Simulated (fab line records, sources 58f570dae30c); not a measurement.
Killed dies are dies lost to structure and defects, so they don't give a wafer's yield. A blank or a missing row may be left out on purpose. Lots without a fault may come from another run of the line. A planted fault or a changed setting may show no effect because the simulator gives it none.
Tool commonality check | flow berkeley_cmos170 | 14 lots, 42 wafers sampled

WHY IT WAS OPENED
At UCB170_WELLDRIVE_THK_MEAS_02 the reading WELLDRIVE_OXIDE_THK is flagged on 2 of 14 lots. Wafers without a fault read 204 nm, standard deviation 4.2.
Rule: a lot is flagged when every wafer of it that has a number lies more than 4 standard deviations from that mean, or none has a number. The other lots count as sound.

lot  | measured    | on            | WELLDRIVE_OXIDE_THK (nm), wafer by wafer | flag
L985 | day 3 21:24 | film_metro-04 | 209 204 203                              |
L987 | day 4 14:43 | film_metro-04 | 209 208 207                              |
L988 | day 4 14:46 | film_metro-01 | 210 207 211                              |
L990 | day 5 07:04 | film_metro-04 | 207 207 204                              |
L991 | day 5 07:04 | film_metro-03 | 198 196 203                              |
L992 | day 5 16:02 | film_metro-03 | 199 201 199                              |
L993 | day 6 03:55 | film_metro-04 | 200 201 201                              |
L994 | day 6 03:56 | film_metro-01 | 205 206 205                              |
L996 | day 6 09:48 | film_metro-03 | 209 209 209                              |
L999 | day 6 20:23 | film_metro-01 | 201 204 201                              |
L104 | day 7 19:53 | film_metro-04 | 201 198 201                              |
L102 | day 8 08:34 | film_metro-01 | 178 175 180                              | FLAGGED
L105 | day 8 08:34 | film_metro-04 | 184 182 182                              | FLAGGED
L107 | day 8 15:11 | film_metro-01 | 207 207 205                              |
The numbers of the flagged lots are 180 nm on average: -24 nm against the usual, or -6 standard deviations.

WHICH TOOL RAN EACH LOT
The record holds 1 process step before the reading, out of a route of 331 steps. In each cell: the tool, then ch and the chambers that the sampled wafers went through, then the start.
lot  | flag    | UCB170_WELLDRIVE_OXIDATION_01
L985 |         | furnace-02 ch 0, day 3 17:50
L987 |         | furnace-02 ch 0, day 4 11:11
L988 |         | furnace-02 ch 0, day 4 11:11
L990 |         | furnace-02 ch 0, day 5 03:34
L991 |         | furnace-02 ch 0, day 5 03:34
L992 |         | furnace-04 ch 0, day 5 12:31
L993 |         | furnace-01 ch 0, day 6 00:25
L994 |         | furnace-01 ch 0, day 6 00:25
L996 |         | furnace-04 ch 0, day 6 06:17
L999 |         | furnace-04 ch 0, day 6 16:53
L104 |         | furnace-01 ch 0, day 7 16:23
L102 | FLAGGED | furnace-01 ch 0, day 8 05:04
L105 | FLAGGED | furnace-01 ch 0, day 8 05:04
L107 |         | furnace-04 ch 0, day 8 11:38
What these steps do:
- UCB170_WELLDRIVE_OXIDATION_01: target thk 199 nm, ox time 9311 s.
- UCB170_WELLDRIVE_THK_MEAS_02

FLAGGED OVER TOTAL, TOOL BY TOOL (the gauges that took the reading come last)
step                          | tool          | lots run | flagged | share of the flagged lots | sound lots run after its first flagged lot
UCB170_WELLDRIVE_OXIDATION_01 | furnace-01    | 5        | 2       | all                       | 0
UCB170_WELLDRIVE_OXIDATION_01 | furnace-02    | 5        | 0       | none                      | -
UCB170_WELLDRIVE_OXIDATION_01 | furnace-04    | 4        | 0       | none                      | -
UCB170_WELLDRIVE_THK_MEAS_02  | film_metro-01 | 5        | 1       | some                      | 1 (L107)
UCB170_WELLDRIVE_THK_MEAS_02  | film_metro-03 | 3        | 0       | none                      | -
UCB170_WELLDRIVE_THK_MEAS_02  | film_metro-04 | 6        | 1       | some                      | 0

WHAT THE TABLE ALLOWS
1 row of the table ran every flagged lot: furnace-01 at UCB170_WELLDRIVE_OXIDATION_01.
- furnace-01 at UCB170_WELLDRIVE_OXIDATION_01: 2 of its 5 lots flagged. Its last sound lot is L104 (day 7 16:23), its first flagged lot L102 (day 8 05:04): a fault that began between those two fits. Its own readings lie more than 4 standard deviations out on every wafer of the flagged lots: spike_tc_centre_C, spike_tc_load_C.
One tool is left: furnace-01 at UCB170_WELLDRIVE_OXIDATION_01.

WHAT THE SIMULATOR HAD PUT IN
Process parameter drift: furnace-01, from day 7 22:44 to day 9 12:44, at UCB170_WELLDRIVE_OXIDATION_01. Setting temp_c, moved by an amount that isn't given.
Lots struck among those shown: L102, L105. The rule above found the same.
